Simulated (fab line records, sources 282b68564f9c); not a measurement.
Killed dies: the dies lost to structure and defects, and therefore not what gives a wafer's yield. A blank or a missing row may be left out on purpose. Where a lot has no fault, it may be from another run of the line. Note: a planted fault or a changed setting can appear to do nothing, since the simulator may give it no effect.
Comparing a struck lot with a sound one + flow ritCmos + 17 out of 202 route steps
Sound: wafers L780.1, L780.4, L780.6. Struck: wafer L790.1. (L790.2, L790.6 of the same lot were not struck and are left out.) The cause comes at the end.
Order at every step that has rows: each side's tool, ch and its chambers, its first start. Under that, the readings that differ: sound wafers + struck wafers + difference of the means + sigmas: that difference in standard deviations of wafers without a fault.
alike: readings with means less than 2 such deviations apart, plus words and numbers identical on both sides. not compared: withheld readings, readings lacking a value on some wafer, bounds such as >300 that could conceal the same value, and numbers that have no deviation in the record and whose values overlap.
The two part at a step that has a row with sigmas, a row that says differs or no value, or rows on one side only. Non-overlapping numbers with no deviation appear without sigmas and do not part them. A reading that every wafer of one side lacks parts them only if that side has two wafers or more.

first, 1 step without rows for these wafers: RIT_PSD_IMPLANT_08.
RIT_PSD_STRIP_09: strips in O2, time 180 s.
  sound on plasmaAsher-02 ch 0,1, day 4 00:09; struck on plasmaAsher-04 ch 0, day 5 18:38
  alike: drypumpMotorCurrentA
  not compared: rfHoursCounterH
RIT_PSD_TW_MEAS_10:
  sound on filmMetro-02 at day 4 00:20; struck on filmMetro-04 at day 5 18:49
| reading | sound          | struck | difference | sigmas |
|---------|----------------|--------|------------|--------|
| PSD_TW  | 3474 3472 3468 | 3395   | -76        | -2     |
then, 3 steps without rows for these wafers: RIT_SDANNEAL_CLEAN_00 (cleans in SC1, time 600 s); RIT_SDANNEAL_CLEAN_01 (cleans in dHF, time 30 s); RIT_SDANNEAL_CLEAN_02 (cleans in SC2, time 600 s).
RIT_SDANNEAL_RTA_03: time 5 s.
  sound on rtpAnneal-01 ch 0, day 4 00:49; struck on rtpAnneal-01 ch 0, day 5 19:16
  alike: wafer_temp_C_max
RIT_SDANNEAL_RS_MEAS_04: measurement is done with a four-point probe.
  sound on filmMetro-03 at day 4 00:52; struck on filmMetro-02 at day 5 19:20
| reading         | sound             | struck | difference | sigmas |
|-----------------|-------------------|--------|------------|--------|
| PSD_RS (ohm/sq) | 116.4 116.4 116.6 | 115.7  | -0.8       | -2     |
RIT_SDANNEAL_RS_MEAS_05: measurement is done with a four-point probe.
  sound on filmMetro-03 at day 4 00:59; struck on filmMetro-02 at day 5 19:27
  alike: NSD_RS
RIT_SDANNEAL_RS_MEAS_06: measurement is done with a four-point probe.
  sound on filmMetro-03 at day 4 01:07; struck on filmMetro-02 at day 5 19:34
  alike: PLDD_RS
RIT_SDANNEAL_RS_MEAS_07: measurement is done with a four-point probe.
  sound on filmMetro-03 at day 4 01:14; struck on filmMetro-02 at day 5 19:41
  alike: NLDD_RS
then, 1 step without rows for these wafers: RIT_SILICIDE_WET_ETCH_00 (etches SiO2 in BOE, target depth 14 nm, time 15 s).
RIT_SILICIDE_SPUTTER_01: material Ti, target thk 30 nm, time 240 s.
  sound on pvdSputter-03 at day 4 01:22; struck on pvdSputter-03 at day 5 19:49
| reading                                    | sound             | struck | difference | sigmas |
|--------------------------------------------|-------------------|--------|------------|--------|
| model.Ti_of_SILICIDE_SPUTTER_01.thkNm (nm) | 30.03 29.92 29.65 | 36.39  | +6.52      |        |
  alike: throttleValvePct
RIT_SILICIDE_RS_MEAS_02: measurement is done with a four-point probe.
  sound on filmMetro-01 at day 4 01:31; struck on filmMetro-01 at day 5 19:58
| reading                 | sound          | struck | difference | sigmas |
|-------------------------|----------------|--------|------------|--------|
| SILICIDE_TI_RS (ohm/sq) | 47.9 48.2 48.7 | 37.6   | -10.7      | -14    |
RIT_SILICIDE_THK_MEAS_03: measures by xrf.
  sound on filmMetro-01 at day 4 01:38; struck on filmMetro-01 at day 5 20:05
| reading              | sound          | struck | difference | sigmas |
|----------------------|----------------|--------|------------|--------|
| SILICIDE_TI_THK (nm) | 30.1 29.9 29.6 | 36.3   | +6.4       | +16    |
RIT_SILICIDE_RTA_04: time 10 s, ramp up 5 s, ramp down 5 s.
  sound on rtpAnneal-02 ch 0, day 4 01:41; struck on rtpAnneal-02 ch 0, day 5 20:09
  alike: wafer_temp_C_max
RIT_M1_PROBE_99:
  sound on prober-02 at day 4 08:25; struck on prober-02 at day 6 03:23
| reading                            | sound             | struck | difference | sigmas |
|------------------------------------|-------------------|--------|------------|--------|
| killedAtFrontEnd                   | 13 7 4            | 0      | -8         | -2     |
| killedDies                         | 13 7 4            | 0      | -8         | -2     |
| killedOpen                         | 8 5 3             | 0      | -5         | -3     |
| model.etest.npolyLine.lineOhmUm    | 166.8 159.5 163.1 | 155.5  | -7.6       |        |
| model.etest.ppolyLine.lineOhmUm    | 156.6 154.2 156.4 | 151    | -5         |        |
| model.etest.contactPplus.endOhmUm  | 43.63 45.57 44.1  | 55.51  | +11.08     |        |
| model.etest.contactNplus.endOhmUm  | 41.65 41.82 40.77 | 52.33  | +10.92     |        |
| model.etest.ppolyLine.widthNm (nm) | 102.7 106.5 104.9 | 96.02  | -8.68      |        |
| model.etest.npolyLine.widthNm (nm) | 101.7 105.5 104.4 | 94.62  | -9.25      |        |
| model.etest.npolyLine.rsOhmSq      | 17.07 16.94 17    | 14.85  | -2.15      |        |
| model.etest.ppolyLine.rsOhmSq      | 16.39 16.32 16.59 | 14.43  | -2.00      |        |
  alike: killedAtContacts, killedShort

## WHERE THEY PART
Earliest at RIT_PSD_TW_MEAS_10; latest, in this record, at RIT_M1_PROBE_99.

WHY: what the simulator had put in
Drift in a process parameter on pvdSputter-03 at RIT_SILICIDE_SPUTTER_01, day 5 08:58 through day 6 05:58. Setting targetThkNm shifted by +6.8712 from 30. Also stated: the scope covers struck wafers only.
